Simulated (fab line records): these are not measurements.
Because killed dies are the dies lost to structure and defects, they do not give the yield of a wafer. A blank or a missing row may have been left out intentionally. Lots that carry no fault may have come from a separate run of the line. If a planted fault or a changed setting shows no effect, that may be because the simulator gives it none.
Which tool did it? ; flow rit_cmos ; 14 lots, 42 wafers sampled, at 2 steps of a route of 202

## WHAT THE GAUGES SHOWED, per wafer
RIT_PRETRO_TW_MEAS_10. Usual: for PRETRO_TW the level is 477 and the standard deviation is 4.3.
lot;measured;on;PRETRO_TW;flag
L162;day 2 15:40;film_metro-01;474 472 476;
L163;day 2 20:14;film_metro-02;483 482 482;
L164;day 3 01:28;film_metro-02;478 482 481;
L165;day 3 04:34;film_metro-04;477 479 478;
L167;day 3 16:35;film_metro-02;482 482 481;
L168;day 4 04:47;film_metro-01;470 469 468;
L170;day 4 20:07;film_metro-01;468 471 469;
L172;day 5 01:27;film_metro-04;482 480 482;
L171;day 5 01:56;film_metro-04;492 488 488;
L173;day 5 01:59;film_metro-01;472 468 470;
L177;day 5 20:40;film_metro-04;490 487 491;
L179;day 6 04:22;film_metro-04;479 480 478;
L180;day 6 09:34;film_metro-04;476 478 475;
L183;day 6 20:35;film_metro-02;480 480 482;

## WHICH TOOL RAN EACH LOT (tool, then ch and the chambers of the sampled wafers, then the start)
lot;RIT_PRETRO_IMPLANT_08
L162;implanter-01 ch 0, day 2 15:21
L163;implanter-04 ch 0, day 2 19:55
L164;implanter-03 ch 0, day 3 01:11
L165;implanter-01 ch 0, day 3 04:14
L167;implanter-04 ch 0, day 3 16:18
L168;implanter-01 ch 0, day 4 04:31
L170;implanter-04 ch 0, day 4 19:47
L172;implanter-01 ch 0, day 5 01:09
L171;implanter-04 ch 0, day 5 01:38
L173;implanter-03 ch 0, day 5 01:40
L177;implanter-04 ch 0, day 5 20:21
L179;implanter-03 ch 0, day 6 04:02
L180;implanter-03 ch 0, day 6 09:14
L183;implanter-01 ch 0, day 6 20:16
- RIT_PRETRO_IMPLANT_08

## AS READ BY THE TOOLS THEMSELVES (means over the sampled wafers that have a number; for cases with no such wafer, the mark the record gives instead)
RIT_PRETRO_IMPLANT_08. Usual: beam_energy_keV 45.004, standard deviation 0.015.
lot;tool;beam_energy_keV;flag
L162;implanter-01;44.983;
L163;implanter-04;44.998;
L164;implanter-03;44.999;
L165;implanter-01;45.025;
L167;implanter-04;44.996;
L168;implanter-01;45.016;
L170;implanter-04;44.994;
L172;implanter-01;45.015;
L171;implanter-04;50.865;OFF
L173;implanter-03;45.006;
L177;implanter-04;50.849;OFF
L179;implanter-03;44.981;
L180;implanter-03;45.010;
L183;implanter-01;45.014;

## THE ANSWER, worked out from the rows above alone
Rule: a lot is off if the mean of its wafers that have a number lies more than 3 standard deviations from the usual mean. Also off: a lot with no number at a reading for which 4 or more lots have one. All remaining lots with rows at the step are treated as sound. First the gauges in route order, then the tools' own readings, where a lot's mean is used as printed above. The first step at which some lot is off is used, and at that step the reading that is off furthest; a lot without a number counts as furthest.
Off, at RIT_PRETRO_IMPLANT_08 on beam_energy_keV: L171, L177.
A tool fits if, at that step or a process step before it, it ran every lot that is off, and no sound lot after the first of them. One candidate fits, namely implanter-04 at RIT_PRETRO_IMPLANT_08. A fault onset in the window from L170 (day 4 19:47, its last sound lot) to L171 (day 5 01:38, its first lot off) fits.
The tool's own readings at RIT_PRETRO_IMPLANT_08 bear it out: on the lots that are off they differ by more than 5 times the standard deviation of the sound lots' means. beam_energy_keV reads 50.857 there against 45.003 on the sound lots.

## WHAT WAS PUT IN BY THE SIMULATOR
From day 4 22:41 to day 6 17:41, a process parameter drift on implanter-04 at RIT_PRETRO_IMPLANT_08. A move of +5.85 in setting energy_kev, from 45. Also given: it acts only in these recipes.
Struck lots among those shown: L171, L177. This agrees with what the rule above found.
